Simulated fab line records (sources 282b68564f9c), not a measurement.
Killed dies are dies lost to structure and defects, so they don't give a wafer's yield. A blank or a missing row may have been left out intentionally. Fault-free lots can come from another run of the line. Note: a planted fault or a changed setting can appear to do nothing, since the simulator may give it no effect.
fab line records :: flow ritCmos
record:
  lots: 7
  wafers: 21
  lastDay: 8
route steps=202 shown GATE@77 FOX2@80 M1@202
lots that met no fault: taken from a fault-free run of the same line
startH: hours from the record's first day to the start of the lot's first wafer shown :: waitH: hours elapsed since this lot's preceding step :: " identical to the entry in the row above :: L1.1+2: a row that stands for several wafers :: - no value, or no start given :: * or withheld: withheld :: < > ~ a bound
route shown NAME@n: a module of which the file shows steps, and the number in the route of the first :: usual: mean and standard deviation over wafers with no fault :: same: alike in all rows :: chamber/n: place in a boat :: sites: per-site readings :: _std_site: standard deviation of those values :: _edge_site: mean of outer sites minus mean of inner sites :: radiusMm: how far each site lies from the wafer's centre :: mask NAME#n: copy n :: behind: the tool/chamber that last shaped the wafer :: hold: the reason the lot was held/the length of the hold in hours/how it ended :: device: whichever transistor did not switch (one of n, p or np) :: end of line: tests run on the same wafers once the route is complete :: a step without rows: its recipe alone :: killed: at the first sort, the dies lost to defects and structure; wafer yield is something else :: map: a wafer's dies, x killed, . not, _ none there
set.NAME: setting as actually run; set.NAME@STEP: the setting as run at that earlier step :: model.NAME: the simulator's own value behind a step, which no gauge read
a table for each step, a row for each wafer; lots at some steps of the route
services: from which hour (startH, from the record's first day; less than 0 if before it) a tool's chamber was out of use, for how many hours, and why
== steps ==
step: RIT_GATE_CLEAN_02
recipe:
  chemistry: dHF
  dilution: 50:1
  timeS: 30
step: RIT_GATE_CLEAN_03
recipe:
  chemistry: SC2
  mix: 3:3:50
  timeS: 600
  tempC: 75
  dry: n2Spin
step: RIT_GATE_CLEAN_04
recipe:
  chemistry: dHF
  dilution: 50:1
  timeS: 60
  dry: n2Spin
step: RIT_FOX2_THK_MEAS_91
recipe:
  reads: SiO2_of_FOX2_OXIDATION_00
usual:
  FIELD_OXIDE_LEFT_2_THK: 256/7.9
lot.wafer: L621.3
tool: filmMetro-03
chamber: -
startH: 34.79
waitH: 0.0
FIELD_OXIDE_LEFT_2_THK[nm]: 256

lot.wafer: L621.5
tool: filmMetro-03
chamber: -
startH: 34.79
waitH: 0.0
FIELD_OXIDE_LEFT_2_THK[nm]: 251

lot.wafer: L621.6
tool: filmMetro-03
chamber: -
startH: 34.79
waitH: 0.0
FIELD_OXIDE_LEFT_2_THK[nm]: 257

lot.wafer: L628.2
tool: filmMetro-02
chamber: -
startH: 70.77
waitH: 0.0
FIELD_OXIDE_LEFT_2_THK[nm]: 267

lot.wafer: L628.5
tool: filmMetro-02
chamber: -
startH: 70.77
waitH: 0.0
FIELD_OXIDE_LEFT_2_THK[nm]: 266

lot.wafer: L628.6
tool: filmMetro-02
chamber: -
startH: 70.77
waitH: 0.0
FIELD_OXIDE_LEFT_2_THK[nm]: 270

lot.wafer: L635.1
tool: filmMetro-02
chamber: -
startH: 106.36
waitH: 0.0
FIELD_OXIDE_LEFT_2_THK[nm]: 252

lot.wafer: L635.5
tool: filmMetro-02
chamber: -
startH: 106.36
waitH: 0.0
FIELD_OXIDE_LEFT_2_THK[nm]: 252

lot.wafer: L635.6
tool: filmMetro-02
chamber: -
startH: 106.36
waitH: 0.0
FIELD_OXIDE_LEFT_2_THK[nm]: 257

lot.wafer: L637.4
tool: filmMetro-02
chamber: -
startH: 115.04
waitH: 0.0
FIELD_OXIDE_LEFT_2_THK[nm]: 249

lot.wafer: L637.5
tool: filmMetro-02
chamber: -
startH: 115.04
waitH: 0.0
FIELD_OXIDE_LEFT_2_THK[nm]: 244

lot.wafer: L637.6
tool: filmMetro-02
chamber: -
startH: 115.04
waitH: 0.0
FIELD_OXIDE_LEFT_2_THK[nm]: 253

lot.wafer: L638.2
tool: filmMetro-01
chamber: -
startH: 118.86
waitH: 0.0
FIELD_OXIDE_LEFT_2_THK[nm]: 261

lot.wafer: L638.5
tool: filmMetro-01
chamber: -
startH: 118.86
waitH: 0.0
FIELD_OXIDE_LEFT_2_THK[nm]: 261

lot.wafer: L638.6
tool: filmMetro-01
chamber: -
startH: 118.86
waitH: 0.0
FIELD_OXIDE_LEFT_2_THK[nm]: 262

lot.wafer: L640.2
tool: filmMetro-03
chamber: -
startH: 128.29
waitH: 0.0
FIELD_OXIDE_LEFT_2_THK[nm]: 259

lot.wafer: L640.4
tool: filmMetro-03
chamber: -
startH: 128.29
waitH: 0.0
FIELD_OXIDE_LEFT_2_THK[nm]: 254

lot.wafer: L640.6
tool: filmMetro-03
chamber: -
startH: 128.29
waitH: 0.0
FIELD_OXIDE_LEFT_2_THK[nm]: 262

lot.wafer: L644.4
tool: filmMetro-03
chamber: -
startH: 150.74
waitH: 0.0
FIELD_OXIDE_LEFT_2_THK[nm]: 240

lot.wafer: L644.5
tool: filmMetro-03
chamber: -
startH: 150.74
waitH: 0.0
FIELD_OXIDE_LEFT_2_THK[nm]: 242

lot.wafer: L644.6
tool: filmMetro-03
chamber: -
startH: 150.74
waitH: 0.0
FIELD_OXIDE_LEFT_2_THK[nm]: 242
step: RIT_GATE_OXIDATION_05
recipe:
  tempC: 900
  ambient: O2
  targetThkA: 30
  oxTimeS: 270
step: RIT_GATE_ANNEAL_06
recipe:
  tempC: 900
  timeS: 600
  ambient: N2O
step: RIT_GATE_THK_MEAS_07
recipe:
  reads: SiO2_of_GATE_OXIDATION_05
usual:
  GATE_OXIDE_THK: 3.02/0.063
lot.wafer: L621.3
tool: filmMetro-02
chamber: -
startH: 37.32
waitH: 0.0
GATE_OXIDE_THK[nm]: 2.92

lot.wafer: L621.5
tool: filmMetro-02
chamber: -
startH: 37.32
waitH: 0.0
GATE_OXIDE_THK[nm]: 2.82

lot.wafer: L621.6
tool: filmMetro-02
chamber: -
startH: 37.32
waitH: 0.0
GATE_OXIDE_THK[nm]: 2.89

lot.wafer: L628.2
tool: filmMetro-03
chamber: -
startH: 74.70
waitH: 0.0
GATE_OXIDE_THK[nm]: 3.03

lot.wafer: L628.5
tool: filmMetro-03
chamber: -
startH: 74.70
waitH: 0.0
GATE_OXIDE_THK[nm]: 3.04

lot.wafer: L628.6
tool: filmMetro-03
chamber: -
startH: 74.70
waitH: 0.0
GATE_OXIDE_THK[nm]: 3.00

lot.wafer: L635.1
tool: filmMetro-03
chamber: -
startH: 109.69
waitH: 0.0
GATE_OXIDE_THK[nm]: 3.03

lot.wafer: L635.5
tool: filmMetro-03
chamber: -
startH: 109.69
waitH: 0.0
GATE_OXIDE_THK[nm]: 3.07

lot.wafer: L635.6
tool: filmMetro-03
chamber: -
startH: 109.69
waitH: 0.0
GATE_OXIDE_THK[nm]: 3.03

lot.wafer: L637.4
tool: filmMetro-01
chamber: -
startH: 116.42
waitH: 0.0
GATE_OXIDE_THK[nm]: 3.08

lot.wafer: L637.5
tool: filmMetro-01
chamber: -
startH: 116.42
waitH: 0.0
GATE_OXIDE_THK[nm]: 3.08

lot.wafer: L637.6
tool: filmMetro-01
chamber: -
startH: 116.42
waitH: 0.0
GATE_OXIDE_THK[nm]: 3.06

lot.wafer: L638.2
tool: filmMetro-02
chamber: -
startH: 122.69
waitH: 0.0
GATE_OXIDE_THK[nm]: 3.00

lot.wafer: L638.5
tool: filmMetro-02
chamber: -
startH: 122.69
waitH: 0.0
GATE_OXIDE_THK[nm]: 2.97

lot.wafer: L638.6
tool: filmMetro-02
chamber: -
startH: 122.69
waitH: 0.0
GATE_OXIDE_THK[nm]: 3.01

lot.wafer: L640.2
tool: filmMetro-03
chamber: -
startH: 130.24
waitH: 0.0
GATE_OXIDE_THK[nm]: 2.97

lot.wafer: L640.4
tool: filmMetro-03
chamber: -
startH: 130.24
waitH: 0.0
GATE_OXIDE_THK[nm]: 3.00

lot.wafer: L640.6
tool: filmMetro-03
chamber: -
startH: 130.24
waitH: 0.0
GATE_OXIDE_THK[nm]: 2.94

lot.wafer: L644.4
tool: filmMetro-01
chamber: -
startH: 163.53
waitH: 0.0
GATE_OXIDE_THK[nm]: 3.00

lot.wafer: L644.5
tool: filmMetro-01
chamber: -
startH: 163.53
waitH: 0.0
GATE_OXIDE_THK[nm]: 2.98

lot.wafer: L644.6
tool: filmMetro-01
chamber: -
startH: 163.53
waitH: 0.0
GATE_OXIDE_THK[nm]: 2.98
step: RIT_GATE_CVD_08
recipe:
  material: poly-Si
  targetThkNm: 250
  tempC: 610
  precursor: SiH4
  timeS: 2220
  pressureMtorr: 300
  sih4FlowSccm: 100
step: RIT_GATE_THK_MEAS_09
recipe:
  reads: poly-Si_of_GATE_CVD_08
usual:
  GATE_POLY_THK: 250.8/2.6
lot.wafer: L621.3
tool: filmMetro-01
chamber: -
startH: 39.00
waitH: 0.0
GATE_POLY_THK[nm]: 250.7

lot.wafer: L621.5
tool: filmMetro-01
chamber: -
startH: 39.00
waitH: 0.0
GATE_POLY_THK[nm]: 250.8

lot.wafer: L621.6
tool: filmMetro-01
chamber: -
startH: 39.00
waitH: 0.0
GATE_POLY_THK[nm]: 251.1

lot.wafer: L628.2
tool: filmMetro-02
chamber: -
startH: 76.38
waitH: 0.0
GATE_POLY_THK[nm]: 249.6

lot.wafer: L628.5
tool: filmMetro-02
chamber: -
startH: 76.38
waitH: 0.0
GATE_POLY_THK[nm]: 251.1

lot.wafer: L628.6
tool: filmMetro-02
chamber: -
startH: 76.38
waitH: 0.0
GATE_POLY_THK[nm]: 250.4

lot.wafer: L635.1
tool: filmMetro-02
chamber: -
startH: 111.37
waitH: 0.0
GATE_POLY_THK[nm]: 250.2

lot.wafer: L635.5
tool: filmMetro-02
chamber: -
startH: 111.37
waitH: 0.0
GATE_POLY_THK[nm]: 249.0

lot.wafer: L635.6
tool: filmMetro-02
chamber: -
startH: 111.37
waitH: 0.0
GATE_POLY_THK[nm]: 248.2

lot.wafer: L637.4
tool: filmMetro-03
chamber: -
startH: 118.10
waitH: 0.0
GATE_POLY_THK[nm]: 252.9

lot.wafer: L637.5
tool: filmMetro-03
chamber: -
startH: 118.10
waitH: 0.0
GATE_POLY_THK[nm]: 253.8

lot.wafer: L637.6
tool: filmMetro-03
chamber: -
startH: 118.10
waitH: 0.0
GATE_POLY_THK[nm]: 250.5

lot.wafer: L638.2
tool: filmMetro-01
chamber: -
startH: 124.36
waitH: 0.0
GATE_POLY_THK[nm]: 246.1

lot.wafer: L638.5
tool: filmMetro-01
chamber: -
startH: 124.36
waitH: 0.0
GATE_POLY_THK[nm]: 246.9

lot.wafer: L638.6
tool: filmMetro-01
chamber: -
startH: 124.36
waitH: 0.0
GATE_POLY_THK[nm]: 246.3

lot.wafer: L640.2
tool: filmMetro-01
chamber: -
startH: 131.92
waitH: 0.0
GATE_POLY_THK[nm]: 250.8

lot.wafer: L640.4
tool: filmMetro-01
chamber: -
startH: 131.92
waitH: 0.0
GATE_POLY_THK[nm]: 252.7

lot.wafer: L640.6
tool: filmMetro-01
chamber: -
startH: 131.92
waitH: 0.0
GATE_POLY_THK[nm]: 251.6

lot.wafer: L644.4
tool: filmMetro-02
chamber: -
startH: 165.21
waitH: 0.0
GATE_POLY_THK[nm]: 248.5

lot.wafer: L644.5
tool: filmMetro-02
chamber: -
startH: 165.21
waitH: 0.0
GATE_POLY_THK[nm]: 249.5

lot.wafer: L644.6
tool: filmMetro-02
chamber: -
startH: 165.21
waitH: 0.0
GATE_POLY_THK[nm]: 247.6
step: RIT_GATE_HMDS_10
recipe:
  primeTimeS: 60
  primeTempC: 140
step: RIT_GATE_COAT_11
recipe:
  resist: NOVOLAK
  spinRpm: 4250
  resistThkNm: 850
step: RIT_GATE_SOFTBAKE_12
recipe:
  resist: NOVOLAK
  tempC: 90
  timeS: 60
step: RIT_GATE_EXPOSE_13
recipe:
  maskId: M6
  na: 0.6
  sourceShape: conventional
  sigmaOuter: 0.6
  targetCdNm: 150
  doseMj: 380
lot.wafer: L621.3+5+6
tool: ilineStepper-01
chamber: 0
startH: 39.65
waitH: 0.2
mask: M6#0

lot.wafer: L628.2+5+6
tool: ilineStepper-02
chamber: 0
startH: 76.90
waitH: 0.1
mask: M6#0

lot.wafer: L635.1+5+6
tool: ilineStepper-02
chamber: 0
startH: 112.00
waitH: 0.2
mask: M6#0

lot.wafer: L637.4+5+6
tool: ilineStepper-02
chamber: 0
startH: 118.76
waitH: 0.2
mask: M6#0

lot.wafer: L638.2+5+6
tool: ilineStepper-02
chamber: 0
startH: 124.94
waitH: 0.1
mask: M6#0

lot.wafer: L640.2+4+6
tool: ilineStepper-01
chamber: 0
startH: 132.57
waitH: 0.2
mask: M6#0

lot.wafer: L644.4+5+6
tool: ilineStepper-01
chamber: 0
startH: 165.87
waitH: 0.2
mask: M6#0
step: RIT_GATE_PEB_14
recipe:
  resist: NOVOLAK
  tempC: withheld
  timeS: withheld
step: RIT_GATE_DEVELOP_15
recipe:
  resist: NOVOLAK
  developTimeS: 50
  devTempC: 23
step: RIT_GATE_CD_MEAS_16
recipe:
  targetCdNm: 150
usual:
  cdNm: 150.1/2.9
lot.wafer: L621.3
tool: cdSem-01
chamber: -
startH: 40.13
waitH: -
cdNm: 145.8

lot.wafer: L621.5
tool: cdSem-01
chamber: -
startH: 40.13
waitH: -
cdNm: 147.2

lot.wafer: L621.6
tool: cdSem-01
chamber: -
startH: 40.13
waitH: -
cdNm: 147.7

lot.wafer: L628.2
tool: cdSem-02
chamber: -
startH: 77.30
waitH: -
cdNm: 150.9

lot.wafer: L628.5
tool: cdSem-02
chamber: -
startH: 77.30
waitH: -
cdNm: 151.4

lot.wafer: L628.6
tool: cdSem-02
chamber: -
startH: 77.30
waitH: -
cdNm: 150.7

lot.wafer: L635.1
tool: cdSem-02
chamber: -
startH: 112.40
waitH: -
cdNm: -

lot.wafer: L635.5
tool: cdSem-02
chamber: -
startH: 112.40
waitH: -
cdNm: -

lot.wafer: L635.6
tool: cdSem-02
chamber: -
startH: 112.40
waitH: -
cdNm: -

lot.wafer: L637.4
tool: cdSem-02
chamber: -
startH: 119.16
waitH: -
cdNm: -

lot.wafer: L637.5
tool: cdSem-02
chamber: -
startH: 119.16
waitH: -
cdNm: -

lot.wafer: L637.6
tool: cdSem-02
chamber: -
startH: 119.16
waitH: -
cdNm: -

lot.wafer: L638.2
tool: cdSem-01
chamber: -
startH: 125.34
waitH: -
cdNm: -

lot.wafer: L638.5
tool: cdSem-01
chamber: -
startH: 125.34
waitH: -
cdNm: -

lot.wafer: L638.6
tool: cdSem-01
chamber: -
startH: 125.34
waitH: -
cdNm: -

lot.wafer: L640.2
tool: cdSem-02
chamber: -
startH: 132.97
waitH: -
cdNm: 149.8

lot.wafer: L640.4
tool: cdSem-02
chamber: -
startH: 132.97
waitH: -
cdNm: 149.6

lot.wafer: L640.6
tool: cdSem-02
chamber: -
startH: 132.97
waitH: -
cdNm: 149.7

lot.wafer: L644.4
tool: cdSem-01
chamber: -
startH: 166.27
waitH: -
cdNm: 145.7

lot.wafer: L644.5
tool: cdSem-01
chamber: -
startH: 166.27
waitH: -
cdNm: 148.0

lot.wafer: L644.6
tool: cdSem-01
chamber: -
startH: 166.27
waitH: -
cdNm: 147.9
step: RIT_GATE_OVL_MEAS_17
usual:
  GATE_OVL: 0.5/1.3
lot.wafer: L621.3
tool: overlay-01
chamber: -
startH: 40.23
waitH: 0.1
GATE_OVL[nm]: -0.8

lot.wafer: L621.5
tool: overlay-01
chamber: -
startH: 40.23
waitH: 0.1
GATE_OVL[nm]: -0.6

lot.wafer: L621.6
tool: overlay-01
chamber: -
startH: 40.23
waitH: 0.1
GATE_OVL[nm]: -0.6

lot.wafer: L628.2
tool: overlay-01
chamber: -
startH: 77.40
waitH: 0.1
GATE_OVL[nm]: -0.3

lot.wafer: L628.5
tool: overlay-01
chamber: -
startH: 77.40
waitH: 0.1
GATE_OVL[nm]: -0.6

lot.wafer: L628.6
tool: overlay-01
chamber: -
startH: 77.40
waitH: 0.1
GATE_OVL[nm]: 1.0

lot.wafer: L635.1
tool: overlay-01
chamber: -
startH: 112.52
waitH: 0.1
GATE_OVL[nm]: 1.0

lot.wafer: L635.5
tool: overlay-01
chamber: -
startH: 112.52
waitH: 0.1
GATE_OVL[nm]: -

lot.wafer: L635.6
tool: overlay-01
chamber: -
startH: 112.52
waitH: 0.1
GATE_OVL[nm]: -

lot.wafer: L637.4
tool: overlay-02
chamber: -
startH: 119.24
waitH: 0.1
GATE_OVL[nm]: 3.1

lot.wafer: L637.5
tool: overlay-02
chamber: -
startH: 119.24
waitH: 0.1
GATE_OVL[nm]: -

lot.wafer: L637.6
tool: overlay-02
chamber: -
startH: 119.24
waitH: 0.1
GATE_OVL[nm]: 1.5

lot.wafer: L638.2
tool: overlay-01
chamber: -
startH: 125.45
waitH: 0.1
GATE_OVL[nm]: -1.2

lot.wafer: L638.5
tool: overlay-01
chamber: -
startH: 125.45
waitH: 0.1
GATE_OVL[nm]: -

lot.wafer: L638.6
tool: overlay-01
chamber: -
startH: 125.45
waitH: 0.1
GATE_OVL[nm]: -

lot.wafer: L640.2
tool: overlay-01
chamber: -
startH: 133.07
waitH: 0.1
GATE_OVL[nm]: 0.7

lot.wafer: L640.4
tool: overlay-01
chamber: -
startH: 133.07
waitH: 0.1
GATE_OVL[nm]: 2.1

lot.wafer: L640.6
tool: overlay-01
chamber: -
startH: 133.07
waitH: 0.1
GATE_OVL[nm]: 0.1

lot.wafer: L644.4
tool: overlay-01
chamber: -
startH: 166.35
waitH: 0.1
GATE_OVL[nm]: 0.1

lot.wafer: L644.5
tool: overlay-01
chamber: -
startH: 166.35
waitH: 0.1
GATE_OVL[nm]: -0.2

lot.wafer: L644.6
tool: overlay-01
chamber: -
startH: 166.35
waitH: 0.1
GATE_OVL[nm]: 1.0
step: RIT_GATE_HARDBAKE_18
recipe:
  resist: NOVOLAK
  tempC: 140
  timeS: 60
step: RIT_M1_PROBE_99
usual:
  killedAtContacts: 0.1/0.23
  killedAtFrontEnd: 7/3
  killedDies: 7/3
  killedOnRim: 1.8/1.5
  killedOpen: 3.3/1.8
  killedShort: 3.3/2.2
same:
  grossDies: 264
  killed_at_M0_to_M3: 0
  killed_at_M4_up: 0
  killedAtBackSide: 0
  killedAtOther: 0
lot.wafer: L635.1
tool: prober-02
chamber: -
startH: 134.69
waitH: 0.1
killedAtContacts: 0
killedAtFrontEnd: 8
killedDies: 8
killedOnRim: 3
killedOpen: 3
killedShort: 5

lot.wafer: L635.5
tool: prober-02
chamber: -
startH: 134.89
waitH: 0.2
killedAtContacts: 0
killedAtFrontEnd: 264
killedDies: 264
killedOnRim: 70
killedOpen: 4
killedShort: 2

lot.wafer: L635.6
tool: prober-02
chamber: -
startH: 134.94
waitH: 0.2
killedAtContacts: 0
killedAtFrontEnd: 264
killedDies: 264
killedOnRim: 70
killedOpen: 5
killedShort: 3

lot.wafer: L637.4
tool: prober-02
chamber: -
startH: 142.30
waitH: 0.2
killedAtContacts: 0
killedAtFrontEnd: 7
killedDies: 7
killedOnRim: 3
killedOpen: 6
killedShort: 1

lot.wafer: L637.5
tool: prober-02
chamber: -
startH: 142.35
waitH: 0.2
killedAtContacts: 1
killedAtFrontEnd: 263
killedDies: 264
killedOnRim: 70
killedOpen: 4
killedShort: 11

lot.wafer: L637.6
tool: prober-02
chamber: -
startH: 142.40
waitH: 0.2
killedAtContacts: 0
killedAtFrontEnd: 10
killedDies: 10
killedOnRim: 1
killedOpen: 8
killedShort: 2

lot.wafer: L638.2
tool: prober-01
chamber: -
startH: 145.79
waitH: 0.1
killedAtContacts: 0
killedAtFrontEnd: 2
killedDies: 2
killedOnRim: 0
killedOpen: 1
killedShort: 1

lot.wafer: L638.5
tool: prober-01
chamber: -
startH: 145.94
waitH: 0.2
killedAtContacts: 0
killedAtFrontEnd: 264
killedDies: 264
killedOnRim: 70
killedOpen: 2
killedShort: 0

lot.wafer: L638.6
tool: prober-01
chamber: -
startH: 145.99
waitH: 0.2
killedAtContacts: 1
killedAtFrontEnd: 263
killedDies: 264
killedOnRim: 70
killedOpen: 6
killedShort: 4
killed by level:class
L635.1 FOX1:geometricParticle:short=3 FOX2:geometricParticle:open=1 FOX2:geometricParticle:short=1 GATE:geometricParticle:open=1 REOX:geometricParticle:short=1 SILICIDE:geometricParticle:open=1
L635.5 GATE:areaExpose=258 GATE:geometricParticle:open=3 FOX1:geometricParticle:short=1 SPACER:geometricParticle:short=1 SPACER:geometricParticle:open=1
L635.6 GATE:areaExpose=256 FOX1:geometricParticle:open=2 GATE:geometricParticle:open=2 FOX1:geometricParticle:short=1 FOX2:geometricParticle:short=1 SPACER:geometricParticle:short=1 FOX2:geometricParticle:open=1
L637.4 FOX1:geometricParticle:open=2 GATE:geometricParticle:open=2 GATE:geometricParticle:short=1 REOX:geometricParticle:open=1 SPACER:geometricParticle:open=1
L637.5 GATE:areaExpose=249 FOX1:geometricParticle:short=3 FOX2:geometricParticle:short=2 SPACER:geometricParticle:open=2 SILICIDE:geometricParticle:short=2 FOX1:geometricParticle:open=1 GATE:geometricParticle:short=1 REOX:geometricParticle:open=1
L637.6 FOX1:geometricParticle:open=4 FOX1:geometricParticle:short=1 FOX2:geometricParticle:short=1 GATE:geometricParticle:open=1 REOX:geometricParticle:open=1 SPACER:geometricParticle:open=1 SILICIDE:geometricParticle:open=1
L638.2 FOX1:geometricParticle:short=1 GATE:geometricParticle:open=1
L638.5 GATE:areaExpose=262 FOX1:geometricParticle:open=1 GATE:geometricParticle:open=1
L638.6 GATE:areaExpose=254 FOX1:geometricParticle:short=2 GATE:geometricParticle:open=2 SILICIDE:geometricParticle:open=2 FOX2:geometricParticle:open=1 GATE:geometricParticle:short=1 SILICIDE:geometricParticle:short=1 CONTACT:geometricParticle:open=1
map L635.5 (x killed, . not)
________xxxxxxx_______
_____xxxxxxxxxxxxx____
____xxxxxxxxxxxxxxx___
___xxxxxxxxxxxxxxxxx__
__xxxxxxxxxxxxxxxxxxx_
__xxxxxxxxxxxxxxxxxxx_
_xxxxxxxxxxxxxxxxxxxxx
_xxxxxxxxxxxxxxxxxxxxx
_xxxxxxxxxxxxxxxxxxxxx
_xxxxxxxxxxxxxxxxxxxxx
__xxxxxxxxxxxxxxxxxxx_
__xxxxxxxxxxxxxxxxxxx_
___xxxxxxxxxxxxxxxxx__
____xxxxxxxxxxxxxxx___
_____xxxxxxxxxxxxx____
________xxxxxxx_______
map L637.5 (x killed, . not)
________xxxxxxx_______
_____xxxxxxxxxxxxx____
____xxxxxxxxxxxxxxx___
___xxxxxxxxxxxxxxxxx__
__xxxxxxxxxxxxxxxxxxx_
__xxxxxxxxxxxxxxxxxxx_
_xxxxxxxxxxxxxxxxxxxxx
_xxxxxxxxxxxxxxxxxxxxx
_xxxxxxxxxxxxxxxxxxxxx
_xxxxxxxxxxxxxxxxxxxxx
__xxxxxxxxxxxxxxxxxxx_
__xxxxxxxxxxxxxxxxxxx_
___xxxxxxxxxxxxxxxxx__
____xxxxxxxxxxxxxxx___
_____xxxxxxxxxxxxx____
________xxxxxxx_______
== services ==
tool: ilineStepper-01
chamber: -
startH: 35.52
hours: 1.7
kind: pm

tool: ilineStepper-01
chamber: -
startH: 102.15
hours: 2.1
kind: pm

tool: ilineStepper-01
chamber: -
startH: 104.23
hours: -
kind: consumableReplace:lamp

tool: ilineStepper-02
chamber: -
startH: 119.40
hours: 4.4
kind: pm

tool: ilineStepper-01
chamber: -
startH: 123.84
hours: 5.2
kind: repair

tool: ilineStepper-02
chamber: -
startH: 153.64
hours: 2.1
kind: pm

tool: ilineStepper-02
chamber: -
startH: 155.72
hours: -
kind: consumableReplace:lamp
== key ==
firstSign:
  step: RIT_GATE_CD_MEAS_16
  reading: cdNm
  direction: missing
effect:
  step: RIT_GATE_OVL_MEAS_17
  reading: GATE_OVL
  direction: missing
effect:
  step: RIT_M1_PROBE_99
  reading: killedDies
  direction: up
  sigmas: 48
  usual: 7
  struck: 150
  wafersMoved: 5
moreKillsBornAt:
  RIT_GATE_EXPOSE_13@ilineStepper-02: 1279
metAt RIT_GATE_EXPOSE_13
struckWafers L635.1,L635.5,L635.6,L637.4,L637.5,L637.6,L638.2,L638.5,L638.6
laterRowsLeftOut L635.5,L635.6,L637.5,L638.5,L638.6
testerLeftOut L635,L637,L638
onsetBetween 76.90 112.00
fault:
  kind: processParameterDrift
  tool: ilineStepper-02
  chamber: -
  onsetH: 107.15
  steps: RIT_GATE_EXPOSE_13
  channel: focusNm
  offset: 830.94
  spreadByWafer: 0.3
  shape: step
  endH: 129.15
testerLeftOut: of these lots the tester's yield and bins aren't shown, on N5 and GAA mostly nor the transistor test; their killed dies are dies lost to structure and defects alone, not to doping, threshold or leakage, so they don't give the yield
laterRowsLeftOut: the simulator's readings of these wafers behind a module that went badly wrong aren't trusted and aren't shown, but for the sort
